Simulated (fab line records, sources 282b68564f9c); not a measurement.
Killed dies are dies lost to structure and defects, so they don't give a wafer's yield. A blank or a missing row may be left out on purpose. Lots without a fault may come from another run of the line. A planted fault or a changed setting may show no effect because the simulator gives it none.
fab line records | flow rit_cmos
record lots=14 wafers=42 last_day=7
route steps=202 shown GATE@84 M1@202
lots that met no fault: from a run of the same line without faults
start_h: hours from the record's first day to the start of the lot's first wafer shown | wait_h: hours since the lot's step before | " the same as in the row above | L1.1+2: a row that stands for several wafers | - no value, or no start given | * or withheld: withheld | < > ~ a bound
route shown NAME@n: a module of which the file shows steps, and the number in the route of the first | usual: mean/standard deviation of fault-free wafers | same: alike in all rows | chamber/n: place in a boat | sites: the reading at each site | _std_site: their standard deviation | _edge_site: outer sites' mean less inner sites' | radius_mm: how far each site lies from the wafer's centre | mask NAME#n: copy n | behind: the tool/chamber that last shaped the wafer | hold: why the lot was held/for how many hours/how that ended | device: the transistor (n, p or np) that didn't switch | end of line: the same wafers' tests at the end of the route | a step without rows: its recipe alone | killed: dies lost to structure and defects at the first sort, not the wafer's yield | map: a wafer's dies, x killed, . not, _ none there
set.NAME: the setting as run; set.NAME@STEP: as run at that earlier step | model.NAME: the simulator's own value behind a step, which no gauge read
steps of the route over a sample of lots; a table a step, a row a wafer
services: from which hour (start_h, from the record's first day; less than 0 if before it) a tool's chamber was out of use, for how many hours, and why
## steps
# step RIT_GATE_CVD_08
# recipe material=poly-Si target_thk_nm=250 temp_c=610 precursor=SiH4 time_s=2220 pressure_mtorr=300 sih4_flow_sccm=100
# usual pressure_mtorr=300.1/0.55 sih4_flow_sccm=100.03/0.3 zone_power_load_pct=12.7/1.2 zone_power_source_pct=12.3/0.61
# columns lot.wafer tool chamber start_h wait_h pressure_mtorr sih4_flow_sccm zone_power_load_pct zone_power_source_pct
L727.1 lpcvd-02 1 39.64 1.8 299.4 100.17 11.0 12.3
L727.2 " 1 " " 299.9 100.58 11.4 12.0
L727.4 " 1 " " 299.9 99.76 11.0 12.1
L728.3 lpcvd-01 0 43.75 0.0 300.4 100.30 13.8 11.4
L728.4 " 0 " " 300.7 99.89 14.0 11.6
L728.5 " 0 " " 300.8 100.34 13.8 11.6
L729.1 lpcvd-02 1 49.09 0.1 300.5 100.34 11.3 12.3
L729.3 " 1 " " 299.8 99.99 11.2 12.1
L729.4 " 1 " " 300.3 100.18 11.2 12.2
L730.1 lpcvd-02 1 56.91 0.1 299.8 100.19 11.2 12.3
L730.4 " 1 " " 300.1 100.14 11.2 11.9
L730.5 " 1 " " 299.6 100.01 10.9 12.2
L731.2 lpcvd-02 0 60.26 0.0 299.6 99.81 11.9 12.2
L731.4 " 0 " " 299.8 100.81 11.9 12.1
L731.5 " 0 " " 300.1 100.35 12.0 12.2
L738.2 lpcvd-01 1 95.15 0.5 300.9 99.81 14.1 13.2
L738.3 " 1 " " 299.7 100.15 13.9 13.2
L738.4 " 1 " " 300.2 99.90 14.2 13.0
L740.2 lpcvd-01 1 105.18 0.0 299.3 100.48 13.8 13.2
L740.3 " 1 " " 300.7 100.08 14.1 13.1
L740.5 " 1 " " 300.4 100.06 13.8 13.0
L742.1 lpcvd-01 1 114.77 0.1 300.5 100.07 13.9 12.9
L742.5 " 1 " " 299.9 100.03 14.0 13.3
L742.6 " 1 " " 300.5 99.85 14.0 12.9
L744.1 lpcvd-01 1 124.88 0.1 300.5 100.01 13.9 13.1
L744.3 " 1 " " 300.2 99.57 14.0 13.2
L744.5 " 1 " " 300.4 99.72 13.8 13.2
L745.1 lpcvd-02 0 130.30 0.1 300.9 99.93 12.0 12.0
L745.4 " 0 " " 300.8 99.81 12.3 12.1
L745.5 " 0 " " 300.6 99.81 11.8 12.4
L746.1 lpcvd-02 0 133.53 0.1 300.8 100.31 12.1 12.3
L746.2 " 0 " " 299.5 99.63 12.1 12.2
L746.6 " 0 " " 299.7 100.62 12.1 12.2
L747.1 lpcvd-01 0 139.05 0.1 300.6 100.55 13.9 11.4
L747.2 " 0 " " 301.0 100.57 13.7 11.4
L747.5 " 0 " " 300.1 100.41 13.9 11.3
L748.2 lpcvd-01 0 144.98 0.0 300.9 99.93 14.0 11.3
L748.3 " 0 " " 300.7 100.17 13.8 11.6
L748.5 " 0 " " 300.4 100.24 13.8 11.5
L749.1 lpcvd-02 0 149.24 0.1 300.1 100.01 11.9 12.2
L749.2 " 0 " " 299.4 99.95 12.0 12.1
L749.4 " 0 " " 300.1 99.72 12.1 12.3
# step RIT_GATE_THK_MEAS_09
# recipe reads=poly-Si_of_GATE_CVD_08
# usual GATE_POLY_THK=249.0/2.3
# columns lot.wafer tool chamber start_h wait_h GATE_POLY_THK[nm]
L727.1 film_metro-04 - 41.26 0.0 247.8
L727.2 " - " " 248.4
L727.4 " - " " 249.4
L728.3 film_metro-02 - 45.39 0.0 247.9
L728.4 " - " " 247.8
L728.5 " - " " 249.2
L729.1 film_metro-03 - 50.71 0.0 249.9
L729.3 " - " " 247.8
L729.4 " - " " 247.6
L730.1 film_metro-03 - 58.53 0.0 158.8
L730.4 " - " " 156.2
L730.5 " - " " 157.9
L731.2 film_metro-04 - 61.89 0.0 159.2
L731.4 " - " " 157.9
L731.5 " - " " 156.8
L738.2 film_metro-04 - 97.58 0.0 246.6
L738.3 " - " " 245.7
L738.4 " - " " 248.6
L740.2 film_metro-02 - 106.81 0.0 248.8
L740.3 " - " " 249.9
L740.5 " - " " 252.7
L742.1 film_metro-04 - 116.39 0.0 250.0
L742.5 " - " " 247.6
L742.6 " - " " 246.9
L744.1 film_metro-03 - 127.30 0.0 245.7
L744.3 " - " " 245.9
L744.5 " - " " 245.2
L745.1 film_metro-04 - 131.92 0.0 248.5
L745.4 " - " " 247.4
L745.5 " - " " 247.3
L746.1 film_metro-03 - 135.15 0.0 248.9
L746.2 " - " " 251.3
L746.6 " - " " 249.3
L747.1 film_metro-04 - 140.66 0.0 250.2
L747.2 " - " " 247.2
L747.5 " - " " 249.7
L748.2 film_metro-02 - 146.61 0.0 250.5
L748.3 " - " " 250.8
L748.5 " - " " 252.1
L749.1 film_metro-02 - 150.86 0.0 253.8
L749.2 " - " " 252.6
L749.4 " - " " 254.8
# step RIT_GATE_ETCH_19
# recipe chemistry=SF6/CHF3/O2 time_s=165 SF6_flow_sccm=30 CHF3_flow_sccm=30 O2_flow_sccm=5 target=poly-Si pressure_mtorr=40 rf_w=160 target_depth_a=3125 over_etch_frac=0.25 stop_on=SiO2
# usual SF6_flow_sccm=30.01/0.089 drypump_motor_current_A=5.8/0.37 oes_product_au=0.843/0.016 throttle_valve_pct=10.16/0.1
# columns lot.wafer tool chamber start_h wait_h SF6_flow_sccm drypump_motor_current_A oes_product_au rf_hours_counter_h throttle_valve_pct
L727.1 rie_si-01 0 42.64 0.1 30.12 6.1 0.855 125 10.15
L727.2 " 2 " " 29.92 6.2 0.829 48 10.14
L727.4 " 1 " " 30.14 5.3 0.844 7 10.29
L728.3 rie_si-02 1 46.58 0.1 29.94 5.6 0.809 121 10.24
L728.4 " 0 " " 30.04 5.8 0.867 162 10.29
L728.5 " 2 " " 30.02 6.3 0.863 - 9.98
L729.1 rie_si-01 3 51.92 0.1 29.98 5.4 0.837 0 10.19
L729.3 " 0 " " 30.17 6.0 0.841 125 10.16
L729.4 " 1 " " 30.05 5.2 0.844 7 10.29
L730.1 rie_si-02 1 59.75 0.1 30.09 5.6 0.607 121 10.24
L730.4 " 2 " " 29.88 6.3 0.632 - 9.97
L730.5 " 1 " " 30.06 5.6 0.600 - 10.24
L731.2 rie_si-01 1 63.10 0.1 29.99 5.3 0.635 7 10.29
L731.4 " 3 " " 29.94 5.4 0.619 1 10.23
L731.5 " 1 " " 29.90 5.2 0.632 - 10.30
L738.2 rie_si-01 3 98.79 0.1 29.99 5.4 0.829 1 10.21
L738.3 " 1 " " 29.97 5.3 0.834 8 10.28
L738.4 " 2 " " 29.89 6.1 0.825 48 10.14
L740.2 rie_si-01 1 108.01 0.1 29.91 5.3 0.835 8 10.28
L740.3 " 3 " " 29.93 5.4 0.845 1 10.20
L740.5 " 1 " " 30.06 5.3 0.850 - 10.30
L742.1 rie_si-01 3 117.61 0.1 29.92 5.4 0.836 1 10.21
L742.5 " 3 " " 29.97 5.4 0.844 - 10.21
L742.6 " 2 " " 30.01 6.1 0.819 - 10.15
L744.1 rie_si-01 1 128.64 0.1 29.99 5.3 0.845 8 10.30
L744.3 " 2 " " 30.07 6.2 0.827 49 10.15
L744.5 " 0 " " 30.09 6.0 0.846 - 10.15
L745.1 rie_si-02 2 133.13 0.1 29.91 6.3 0.852 70 9.99
L745.4 " 1 " " 29.93 5.6 0.811 122 10.25
L745.5 " 2 " " 29.97 6.3 0.851 - 9.99
L746.1 rie_si-01 1 136.56 0.1 30.05 5.3 0.836 8 10.29
L746.2 " 0 " " 30.00 6.1 0.866 126 10.16
L746.6 " 0 " " 30.08 6.0 0.852 - 10.18
L747.1 rie_si-02 3 142.12 0.1 29.93 5.4 0.851 2 10.03
L747.2 " 0 " " 29.94 5.9 0.854 1 10.27
L747.5 " 1 " " 30.05 5.6 0.834 - 10.23
L748.2 rie_si-01 2 148.24 0.1 29.99 6.1 0.821 49 10.14
L748.3 " 3 " " 30.12 5.4 0.847 1 10.21
L748.5 " 3 " " 30.14 5.4 0.854 - 10.20
L749.1 rie_si-02 3 152.20 0.1 30.11 5.4 0.868 2 10.04
L749.2 " 0 " " 30.02 5.9 0.870 1 10.26
L749.4 " 1 " " 30.04 5.6 0.831 122 10.23
# step RIT_M1_PROBE_99
# usual killed_at_contacts=0.1/0.27 killed_at_front_end=7/3 killed_dies=7.0/3 killed_open=3.5/2.1 killed_short=3.4/1.9
# same gross_dies=264 killed_at_M0_to_M3=0 killed_at_M4_up=0 killed_at_back_side=0 killed_at_other=0
# columns lot.wafer tool chamber start_h wait_h killed_at_contacts killed_at_front_end killed_dies killed_open killed_short
L744.1 prober-01 - 148.32 0.1 0 12 12 7 5
L744.3 prober-01 - 148.42 0.2 0 3 3 2 1
L744.5 prober-01 - 148.52 0.2 0 5 5 2 3
# killed by level:class
L744.1 SPACER:geometric_particle:short=3 GATE:geometric_particle:short=2 GATE:geometric_particle:open=2 REOX:geometric_particle:open=2 SPACER:geometric_particle:open=2 FOX1:geometric_particle:open=1
L744.3 FOX2:geometric_particle:open=1 REOX:geometric_particle:short=1 SPACER:geometric_particle:open=1
L744.5 FOX2:geometric_particle:short=1 GATE:geometric_particle:short=1 GATE:geometric_particle:open=1 REOX:geometric_particle:short=1 SILICIDE:geometric_particle:open=1
## services
# columns tool chamber start_h hours kind
lpcvd-02 - 20.37 14.6 pm
rie_si-01 - 28.29 0.3 repair
lpcvd-02 - 34.97 2.8 pm
rie_si-02 - 48.75 0.3 repair
rie_si-02 0 53.33 - clean
rie_si-02 0 53.33 20.2 scheduled_down
rie_si-02 0 53.33 20.2 vent_cycle
rie_si-02 - 79.76 2.8 pm
rie_si-02 - 82.51 4.0 pm
rie_si-01 1 110.23 7.7 repair
rie_si-02 1 142.67 2.5 repair
rie_si-01 1 144.81 7.0 repair
## key
first_sign step=RIT_GATE_THK_MEAS_09 reading=GATE_POLY_THK direction=down sigmas=39 usual=249.0 struck=157.8
effect step=RIT_GATE_ETCH_19 reading=oes_product_au direction=down sigmas=14 usual=0.843 struck=0.621
met_at RIT_GATE_CVD_08
struck_lots L730,L731
tester_left_out L730,L731
onset_between 49.09 56.91
fault kind=process_parameter_drift tool=lpcvd-02 chamber=- onset_h=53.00 steps=RIT_GATE_CVD_08 channel=target_thk_nm offset=-93.704 shape=step end_h=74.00 acts_in=these_recipes_only stated=250
# tester_left_out: of these lots the tester's yield and bins aren't shown, on N5 and GAA mostly nor the transistor test; their killed dies are dies lost to structure and defects alone, not to doping, threshold or leakage, so they don't give the yield
